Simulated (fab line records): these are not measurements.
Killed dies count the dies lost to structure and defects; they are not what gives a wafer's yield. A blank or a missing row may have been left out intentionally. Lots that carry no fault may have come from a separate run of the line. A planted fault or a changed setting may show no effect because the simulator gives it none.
8D (eight disciplines) problem report, filled in by code || flow berkeley-cmos170 || the parts of the form that need people (team, actions taken, sign-off) are left out

1. WHAT WENT WRONG
Wafers free of any fault read 526 (standard deviation 3.8) for NVT_TW at UCB170_NVT_TW_MEAS_09, against a mean of 567 on 6 wafers of 2 lots. That is +11 standard deviations from the usual mean.
Seen first at day 8 00:56 on film-metro-02, wafer L767.3. The record holds 42 wafers of 14 lots with a number at this step. The rule behind "out" and "out of limits": a value lying over 4 standard deviations away from the usual mean. Any other wafer with a number is counted as sound.

2. WHAT IT IS; WHAT IT IS NOT
{"question": "which readings at this step", "is": "NVT_TW", "is not": "-"}
{"question": "which lots", "is": "L767, L770", "is not": "L761, L762, L763, L764, L765, L766, L769, L777, L779, L782, L783, L784"}
{"question": "which wafers of those lots", "is": "all that have a number", "is not": "-"}
{"question": "read on which gauges", "is": "film-metro-01, film-metro-02", "is not": "film-metro-04"}
{"question": "when", "is": "from day 8 00:56", "is not": "up to then (21 sound wafers); but 15 sound wafers of L777, L779, L782, L783, L784 came after"}

3. WHAT RULES OUT EACH SUSPECT
Counting: any tool at a process step up to the reading is kept as a suspect provided that every lot that is out went through it and no sound lot did after the first of them.
- ruled out: the gauge at UCB170_NVT_TW_MEAS_09. Those wafers that are out were read across 2 gauges (film-metro-01, film-metro-02).
- implanter-02 at UCB170_NVT_IMPLANT_07: kept. It processed each lot that is out, first L767 at day 8 00:43, and no sound lot thereafter; up to then, the last sound lot it processed was L766 at day 7 18:32. On those wafers its own readings are out: beam-energy-keV.
The count leaves implanter-02 at UCB170_NVT_IMPLANT_07.

4. THE CAUSE (what the simulator had put in)
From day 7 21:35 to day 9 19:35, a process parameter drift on implanter-02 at UCB170_NVT_IMPLANT_07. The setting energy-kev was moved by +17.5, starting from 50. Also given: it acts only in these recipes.
Counting left only this tool.

5. THE CHAIN OF EFFECTS, in route order
Each row: a reading where the mean over the struck wafers with a number is more than 3 standard deviations away from the usual. Scope: only readings with a usual standard deviation given in the record; hours: median across lots of the time from each lot's start at the first step in this table that gives one to its start at this step; sigmas: change in usual standard deviations.
{"hours": 0, "step": "UCB170_NVT_IMPLANT_07", "reading": "beam-energy-keV", "usual": 50.008, "on struck wafers": 67.502, "change": "+17.494", "sigmas": "+99 or more"}
{"hours": 0, "step": "UCB170_NVT_TW_MEAS_09", "reading": "NVT_TW", "usual": 526, "on struck wafers": 567, "change": "+41", "sigmas": "+11"}
It contains these process steps:
- UCB170_NVT_IMPLANT_07
Later measuring or inspecting steps at which every struck wafer that the step has a row for has a number for every such reading, and none has moved that far: UCB170_CONTACT_CD_MEAS_15, UCB170_CONTACT_CD_MEAS_90, UCB170_V2_THK_MEAS_04.

6. WHAT WOULD HAVE CAUGHT IT SOONER
The first out-of-limits reading at a measuring or inspecting step in this record came at day 8 00:56, 3 hours after the fault's start at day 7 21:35.
The tool's own readings at UCB170_NVT_IMPLANT_07 were out on every struck wafer that the step has a row for (beam-energy-keV): an alarm limit on them would have fired on the first of those.
Of the lots that are out (2), L770 began UCB170_NVT_IMPLANT_07 on implanter-02 after day 8 00:56. Had the tool been put on hold then, it would have been spared.
